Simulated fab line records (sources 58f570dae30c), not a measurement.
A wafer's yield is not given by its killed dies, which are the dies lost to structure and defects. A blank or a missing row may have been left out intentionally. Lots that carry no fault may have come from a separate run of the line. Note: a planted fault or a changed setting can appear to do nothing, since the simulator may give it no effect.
Split-lot experiment | flow berkeley-cmos170 | 23 wafers read from 5 lots, route of 331 steps

## ON THE SPLIT
At UCB170_ZERO_ETCH_06 (etches SiO2 in CHF3/CF4/Ar, time 12 s), the setting over-etch-frac was moved away from the recipe's 1.58 on 9 of the 23 wafers read, by -27.5% to +14.7%. For the rest of the wafers, this setting stayed at what the recipe calls for.

The split's own step is where the reading is taken.

## THE READING
oes-product-au, in a.u., at UCB170_ZERO_ETCH_06 (etches SiO2 in CHF3/CF4/Ar, time 12 s). On this fab line, fault-free wafers typically give 0.615 a.u. with a standard deviation of 0.0071 a.u.

wafer  | tool, chamber at the split | over-etch-frac as run | against the recipe | oes-product-au, a.u. | against lot-mates on the recipe
L075.1 | rie-diel-01, 0             | 1.146                 | -27.5%             | 0.651                | +0.037
L075.2 | rie-diel-01, 2             | 1.58                  | recipe             | 0.613                | -
L075.3 | rie-diel-01, 1             | 1.58                  | recipe             | 0.613                | -
L075.4 | rie-diel-01, 3             | 1.146                 | -27.5%             | 0.659                | +0.045
L075.6 | rie-diel-01, 1             | 1.58                  | recipe             | 0.616                | -
L076.2 | rie-diel-04, 0             | 1.58                  | recipe             | 0.621                | -
L076.3 | rie-diel-04, 3             | 1.727                 | +9.3%              | 0.609                | -0.005
L076.4 | rie-diel-04, 1             | 1.58                  | recipe             | 0.601                | -
L076.5 | rie-diel-04, 3             | 1.727                 | +9.3%              | 0.612                | -0.002
L076.6 | rie-diel-04, 0             | 1.58                  | recipe             | 0.620                | -
L078.2 | rie-diel-01, 1             | 1.813                 | +14.7%             | 0.590                | -0.023
L078.3 | rie-diel-01, 0             | 1.58                  | recipe             | 0.609                | -
L078.4 | rie-diel-01, 2             | 1.58                  | recipe             | 0.607                | -
L078.5 | rie-diel-01, 3             | 1.813                 | +14.7%             | 0.594                | -0.019
L078.6 | rie-diel-01, 2             | 1.58                  | recipe             | 0.623                | -
L081.1 | rie-diel-04, 0             | 1.58                  | recipe             | 0.621                | -
L081.3 | rie-diel-04, 1             | 1.58                  | recipe             | 0.607                | -
L081.4 | rie-diel-04, 2             | 1.58                  | recipe             | 0.600                | -
L084.1 | rie-diel-01, 0             | 1.58                  | recipe             | 0.620                | -
L084.2 | rie-diel-01, 2             | 1.321                 | -16.4%             | 0.649                | +0.036
L084.3 | rie-diel-01, 3             | 1.58                  | recipe             | 0.607                | -
L084.5 | rie-diel-01, 0             | 1.321                 | -16.4%             | 0.638                | +0.025
L084.6 | rie-diel-01, 3             | 1.321                 | -16.4%             | 0.635                | +0.022

THE FIT
A straight line over all 23 wafers: oes-product-au changes by -0.00145 a.u. for each +1% of over-etch-frac; r = -0.91; the points scatter about the line by 0.0075 a.u.
The same after taking each lot's own level away (the mean of its wafers on the recipe; 23 wafers): -0.00143 a.u. for each +1%; r = -0.92; scatter 0.0071 a.u.
Per that fit: largest over-etch-frac move, reading shift of 0.039 a.u.
Measured against the standard deviation above, the lots' own levels, which go from 0.6093 to 0.6140 a.u., span 0.7 times it.
The two slopes are in agreement: the lot-to-lot level therefore moves the slope only a little.
Check: with one of the wafers moved furthest among these (-27.5%) left out of the fit, the line predicts +0.0423 a.u. for it against its lot-mates. Against them it came out at +0.037 a.u.
Tool readings at the split's step, against how far the setting was moved: oes-product-au r = -0.91.

## FILE'S OWN FIT
oes-product-au changes by -0.00143 a.u. for each +1% of over-etch-frac, r = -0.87.
